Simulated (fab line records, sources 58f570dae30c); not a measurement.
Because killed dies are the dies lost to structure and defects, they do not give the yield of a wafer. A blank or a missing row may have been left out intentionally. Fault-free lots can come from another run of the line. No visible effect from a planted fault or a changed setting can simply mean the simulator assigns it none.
Split-lot trial || flow berkeley-cmos170 || 5 lots, 23 wafers read, on a route of 331 steps

== ON THE SPLIT ==
At UCB170_NWELL_OXIDATION_01 (target thk 26.4 nm, ox time 1260 s), the setting temp-c was moved away from the recipe's 1000 C on 20 of the 23 wafers read, by -2.9% to +2.3%. The other wafers ran this setting at the recipe's value.

No step appears in the file between the split and the reading.

== THE READING ==
NWELL_OXIDE_THK, in nm, at UCB170_NWELL_THK_MEAS_02. A value of 26.3 nm with a standard deviation of 0.45 nm is what fault-free wafers of this fab line usually give.

{"wafer": "L074.1", "tool, chamber at the split": "furnace-02, 0", "temp-c as run, C": 1000, "against the recipe": "recipe", "NWELL_OXIDE_THK, nm": 26.8, "against lot-mates on the recipe": "-"}
{"wafer": "L074.2", "tool, chamber at the split": "furnace-02, 0", "temp-c as run, C": 1000, "against the recipe": "recipe", "NWELL_OXIDE_THK, nm": 26.4, "against lot-mates on the recipe": "-"}
{"wafer": "L074.3", "tool, chamber at the split": "furnace-02, 0", "temp-c as run, C": 1000, "against the recipe": "recipe", "NWELL_OXIDE_THK, nm": 26.7, "against lot-mates on the recipe": "-"}
{"wafer": "L076.1", "tool, chamber at the split": "-, -", "temp-c as run, C": 971, "against the recipe": "-2.9%", "NWELL_OXIDE_THK, nm": 19.3, "against lot-mates on the recipe": "no lot-mate on the recipe"}
{"wafer": "L076.2", "tool, chamber at the split": "-, -", "temp-c as run, C": 971, "against the recipe": "-2.9%", "NWELL_OXIDE_THK, nm": 19.5, "against lot-mates on the recipe": "no lot-mate on the recipe"}
{"wafer": "L076.3", "tool, chamber at the split": "-, -", "temp-c as run, C": 971, "against the recipe": "-2.9%", "NWELL_OXIDE_THK, nm": 19.3, "against lot-mates on the recipe": "no lot-mate on the recipe"}
{"wafer": "L076.4", "tool, chamber at the split": "-, -", "temp-c as run, C": 971, "against the recipe": "-2.9%", "NWELL_OXIDE_THK, nm": 19.1, "against lot-mates on the recipe": "no lot-mate on the recipe"}
{"wafer": "L076.5", "tool, chamber at the split": "-, -", "temp-c as run, C": 971, "against the recipe": "-2.9%", "NWELL_OXIDE_THK, nm": 19.1, "against lot-mates on the recipe": "no lot-mate on the recipe"}
{"wafer": "L079.1", "tool, chamber at the split": "-, -", "temp-c as run, C": 971.3, "against the recipe": "-2.9%", "NWELL_OXIDE_THK, nm": 20.4, "against lot-mates on the recipe": "no lot-mate on the recipe"}
{"wafer": "L079.2", "tool, chamber at the split": "-, -", "temp-c as run, C": 971.3, "against the recipe": "-2.9%", "NWELL_OXIDE_THK, nm": 19.9, "against lot-mates on the recipe": "no lot-mate on the recipe"}
{"wafer": "L079.3", "tool, chamber at the split": "-, -", "temp-c as run, C": 971.3, "against the recipe": "-2.9%", "NWELL_OXIDE_THK, nm": 20.8, "against lot-mates on the recipe": "no lot-mate on the recipe"}
{"wafer": "L079.4", "tool, chamber at the split": "-, -", "temp-c as run, C": 971.3, "against the recipe": "-2.9%", "NWELL_OXIDE_THK, nm": 20.8, "against lot-mates on the recipe": "no lot-mate on the recipe"}
{"wafer": "L079.6", "tool, chamber at the split": "-, -", "temp-c as run, C": 971.3, "against the recipe": "-2.9%", "NWELL_OXIDE_THK, nm": 20.5, "against lot-mates on the recipe": "no lot-mate on the recipe"}
{"wafer": "L080.2", "tool, chamber at the split": "-, -", "temp-c as run, C": 1014, "against the recipe": "+1.4%", "NWELL_OXIDE_THK, nm": 30.7, "against lot-mates on the recipe": "no lot-mate on the recipe"}
{"wafer": "L080.3", "tool, chamber at the split": "-, -", "temp-c as run, C": 1014, "against the recipe": "+1.4%", "NWELL_OXIDE_THK, nm": 30.3, "against lot-mates on the recipe": "no lot-mate on the recipe"}
{"wafer": "L080.4", "tool, chamber at the split": "-, -", "temp-c as run, C": 1014, "against the recipe": "+1.4%", "NWELL_OXIDE_THK, nm": 30.4, "against lot-mates on the recipe": "no lot-mate on the recipe"}
{"wafer": "L080.5", "tool, chamber at the split": "-, -", "temp-c as run, C": 1014, "against the recipe": "+1.4%", "NWELL_OXIDE_THK, nm": 30.2, "against lot-mates on the recipe": "no lot-mate on the recipe"}
{"wafer": "L080.6", "tool, chamber at the split": "-, -", "temp-c as run, C": 1014, "against the recipe": "+1.4%", "NWELL_OXIDE_THK, nm": 30.3, "against lot-mates on the recipe": "no lot-mate on the recipe"}
{"wafer": "L081.1", "tool, chamber at the split": "-, -", "temp-c as run, C": 1023, "against the recipe": "+2.3%", "NWELL_OXIDE_THK, nm": 32.8, "against lot-mates on the recipe": "no lot-mate on the recipe"}
{"wafer": "L081.2", "tool, chamber at the split": "-, -", "temp-c as run, C": 1023, "against the recipe": "+2.3%", "NWELL_OXIDE_THK, nm": 33.0, "against lot-mates on the recipe": "no lot-mate on the recipe"}
{"wafer": "L081.3", "tool, chamber at the split": "-, -", "temp-c as run, C": 1023, "against the recipe": "+2.3%", "NWELL_OXIDE_THK, nm": 32.1, "against lot-mates on the recipe": "no lot-mate on the recipe"}
{"wafer": "L081.4", "tool, chamber at the split": "-, -", "temp-c as run, C": 1023, "against the recipe": "+2.3%", "NWELL_OXIDE_THK, nm": 32.5, "against lot-mates on the recipe": "no lot-mate on the recipe"}
{"wafer": "L081.5", "tool, chamber at the split": "-, -", "temp-c as run, C": 1023, "against the recipe": "+2.3%", "NWELL_OXIDE_THK, nm": 32.4, "against lot-mates on the recipe": "no lot-mate on the recipe"}

FIT RESULTS
A straight line over all 23 wafers: NWELL_OXIDE_THK changes by +2.45 nm for each +1% of temp-c; r = +1.00; the points scatter about the line by 0.48 nm.
Too few moved wafers with a lot-mate on the recipe to fit a line net of each lot's own level.

== THE WHOLE CHAIN: every reading that the file lists as answering this split, in the file's order ==
{"step": "UCB170_NWELL_OXIDATION_01", "what it does": "target thk 26.4 nm, ox time 1260 s", "reading": "SiO2_of_NWELL_OXIDATION_01.thk-nm (the simulator's own value, which no gauge read)", "change (the file's fit)": "+2.44 nm for each +1% of the setting", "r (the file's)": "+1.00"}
{"step": "UCB170_NWELL_THK_MEAS_02", "what it does": "", "reading": "NWELL_OXIDE_THK", "change (the file's fit)": "+2.44 for each +1% of the setting", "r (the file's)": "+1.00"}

== THE FILE'S OWN FIT ==
NWELL_OXIDE_THK changes by +2.44 nm for each +1% of temp-c, r = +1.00.
